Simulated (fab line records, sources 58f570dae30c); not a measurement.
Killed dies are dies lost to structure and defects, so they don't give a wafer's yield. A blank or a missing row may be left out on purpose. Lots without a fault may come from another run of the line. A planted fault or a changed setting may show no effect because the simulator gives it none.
Which tool did it? | flow berkeley_cmos170 | 15 lots, 45 wafers sampled, at 4 steps of a route of 331

WHAT THE GAUGES READ, wafer by wafer
UCB170_SDANNEAL_RS_MEAS_02: measures by four-point-probe.
lot  | measured     | on            | PSD_RS (ohm/sq)
L693 | day 7 10:17  | film_metro-04 | 75.30 75.44 75.58
L694 | day 8 14:32  | film_metro-02 | 75.17 75.15 74.94
L699 | day 9 09:35  | film_metro-03 | 75.73 75.81 76.03
L698 | day 9 10:14  | film_metro-02 | 75.39 75.49 75.81
L702 | day 10 09:58 | film_metro-03 | 75.79 76.00 75.52
L704 | day 10 10:14 | film_metro-04 | 76.13 75.62 75.85
L708 | day 11 05:48 | film_metro-02 | 96.51 96.76 96.92
L709 | day 11 06:10 | film_metro-04 | 75.20 75.19 75.33
L707 | day 11 06:20 | film_metro-02 | 97.09 97.40 97.40
L713 | day 12 08:50 | film_metro-04 | 76.07 75.98 75.89
L710 | day 12 09:07 | film_metro-03 | 97.56 97.78 97.64
L712 | day 12 09:23 | film_metro-02 | 75.65 75.46 75.47
L715 | day 12 09:46 | film_metro-03 | 75.73 75.30 75.45
L714 | day 12 09:52 | film_metro-02 | 75.48 75.36 75.09
L716 | day 12 11:49 | film_metro-04 | 75.19 75.27 75.63

UCB170_SDANNEAL_RS_MEAS_03: measures by four-point-probe.
lot  | measured     | on            | NSD_RS (ohm/sq)
L693 | day 7 10:24  | film_metro-04 | 37.22 37.09 37.14
L694 | day 8 14:39  | film_metro-02 | 37.27 37.19 37.19
L699 | day 9 09:43  | film_metro-03 | 37.24 37.23 37.24
L698 | day 9 10:21  | film_metro-02 | 37.12 37.12 37.12
L702 | day 10 10:05 | film_metro-03 | 37.31 37.26 37.21
L704 | day 10 10:22 | film_metro-04 | 37.36 37.22 37.36
L708 | day 11 05:55 | film_metro-02 | 39.76 39.86 39.76
L709 | day 11 06:17 | film_metro-04 | 37.29 37.28 37.27
L707 | day 11 06:27 | film_metro-02 | 39.79 39.73 39.65
L713 | day 12 08:57 | film_metro-04 | 37.15 37.23 37.24
L710 | day 12 09:14 | film_metro-03 | 39.86 39.84 39.87
L712 | day 12 09:31 | film_metro-02 | 37.21 37.15 37.23
L715 | day 12 09:53 | film_metro-03 | 37.38 37.45 37.40
L714 | day 12 09:59 | film_metro-02 | 37.33 37.26 37.23
L716 | day 12 11:56 | film_metro-04 | 37.24 37.24 37.27

UCB170_SDANNEAL_RS_MEAS_04: measures by four-point-probe.
lot  | measured     | on            | PLDD_RS (ohm/sq)
L693 | day 7 10:31  | film_metro-04 | 1032.4 1035.7 1033.0
L694 | day 8 14:46  | film_metro-02 | 1028.5 1025.6 1027.3
L699 | day 9 09:50  | film_metro-03 | 1030.6 1029.1 1032.2
L698 | day 9 10:28  | film_metro-02 | 1028.9 1031.2 1035.9
L702 | day 10 10:13 | film_metro-03 | 1031.5 1031.5 1031.2
L704 | day 10 10:29 | film_metro-04 | 1033.2 1032.7 1031.5
L708 | day 11 06:02 | film_metro-02 | 1047.1 1046.4 1047.4
L709 | day 11 06:25 | film_metro-04 | 1033.9 1035.0 1032.3
L707 | day 11 06:34 | film_metro-02 | 1045.7 1046.2 1041.4
L713 | day 12 09:04 | film_metro-04 | 1031.9 1034.7 1033.6
L710 | day 12 09:21 | film_metro-03 | 1048.4 1048.9 1050.4
L712 | day 12 09:38 | film_metro-02 | 1029.4 1032.5 1032.9
L715 | day 12 10:00 | film_metro-03 | 1033.6 1031.9 1030.9
L714 | day 12 10:07 | film_metro-02 | 1030.1 1031.9 1027.7
L716 | day 12 12:04 | film_metro-04 | 1028.3 1032.7 1030.4

WHICH TOOL RAN EACH LOT (tool, then ch and the chambers of the sampled wafers, then the start)
lot  | UCB170_SDANNEAL_RTA_01
L693 | rtp_anneal-01 ch 0, day 7 10:13
L694 | rtp_anneal-01 ch 0, day 8 14:28
L699 | rtp_anneal-01 ch 0, day 9 09:32
L698 | rtp_anneal-02 ch 0, day 9 10:10
L702 | rtp_anneal-01 ch 0, day 10 09:53
L704 | rtp_anneal-02 ch 0, day 10 10:07
L708 | rtp_anneal-01 ch 0, day 11 05:44
L709 | rtp_anneal-02 ch 0, day 11 06:05
L707 | rtp_anneal-01 ch 0, day 11 06:16
L713 | rtp_anneal-02 ch 0, day 12 08:46
L710 | rtp_anneal-01 ch 0, day 12 09:02
L712 | rtp_anneal-02 ch 0, day 12 09:20
L715 | rtp_anneal-02 ch 0, day 12 09:41
L714 | rtp_anneal-02 ch 0, day 12 09:48
L716 | rtp_anneal-02 ch 0, day 12 11:45
- UCB170_SDANNEAL_RTA_01: time 5 s.

WHAT THE TOOLS THEMSELVES READ (means of the sampled wafers that have a number; where no wafer has one, the mark that the record gives instead)
UCB170_SDANNEAL_RTA_01.
lot  | tool          | lamp_power_pct (%) | wafer_temp_C_max
L693 | rtp_anneal-01 | 39.89              | 1053.7
L694 | rtp_anneal-01 | 39.85              | 1053.8
L699 | rtp_anneal-01 | 39.89              | 1053.6
L698 | rtp_anneal-02 | 40.24              | 1056.0
L702 | rtp_anneal-01 | 39.92              | 1053.6
L704 | rtp_anneal-02 | 40.23              | 1057.1
L708 | rtp_anneal-01 | 36.13              | 1014.1
L709 | rtp_anneal-02 | 40.24              | 1057.8
L707 | rtp_anneal-01 | 36.14              | 1013.8
L713 | rtp_anneal-02 | 40.22              | 1057.2
L710 | rtp_anneal-01 | 36.09              | 1013.9
L712 | rtp_anneal-02 | 40.25              | 1056.7
L715 | rtp_anneal-02 | 40.24              | 1058.0
L714 | rtp_anneal-02 | 40.22              | 1056.5
L716 | rtp_anneal-02 | 40.21              | 1057.9

THE ANSWER, worked out from the rows above alone
Rule: what is usual is taken from the lots themselves. Put in order of their means at a reading, lots are off if they are a third of the lots or fewer, leave a main group of 4 or more, and stand apart from it by a gap of 3 or more times the standard deviation of the main group's means; of several such gaps the widest counts. A main group whose means are all the same, to the digits that the tables above print for the reading, isn't used. A lot without any number at a reading at which 4 lots or more have one is off too. The other lots that the step has rows for count as sound. The gauges are gone through in route order, then the tools' own readings, and for those a lot's mean is taken as printed above. The first step at which some lot is off is used, and at that step the reading that is off furthest; a lot without a number counts as furthest.
Off: L708, L707, L710, at UCB170_SDANNEAL_RS_MEAS_02 (PSD_RS). The main group: mean 75.54 ohm/sq, standard deviation 0.27.
A tool fits if, at a process step before that reading, it ran every lot that is off, and no sound lot after the first of them. The gauges at UCB170_SDANNEAL_RS_MEAS_02 aren't tried: what is off there is off at UCB170_SDANNEAL_RTA_01 too, on other tools, and a gauge's error can't cause that. One fits: rtp_anneal-01 at UCB170_SDANNEAL_RTA_01. Its last sound lot is L702 (day 10 09:53), its first lot that is off L708 (day 11 05:44): a fault that began between those two fits.
The tool's own readings at UCB170_SDANNEAL_RTA_01 bear it out: on the lots that are off they differ by more than 5 times the standard deviation of the sound lots' means. lamp_power_pct reads 36.12 % there against 40.12 % on the sound lots; wafer_temp_C_max reads 1013.9 there against 1056.0 on the sound lots.

WHAT THE SIMULATOR HAD PUT IN
Process parameter drift: rtp_anneal-01, from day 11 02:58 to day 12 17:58, at UCB170_SDANNEAL_RTA_01. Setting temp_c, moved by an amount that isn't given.
Lots struck among those shown: L708, L707, L710. The rule above found the same.
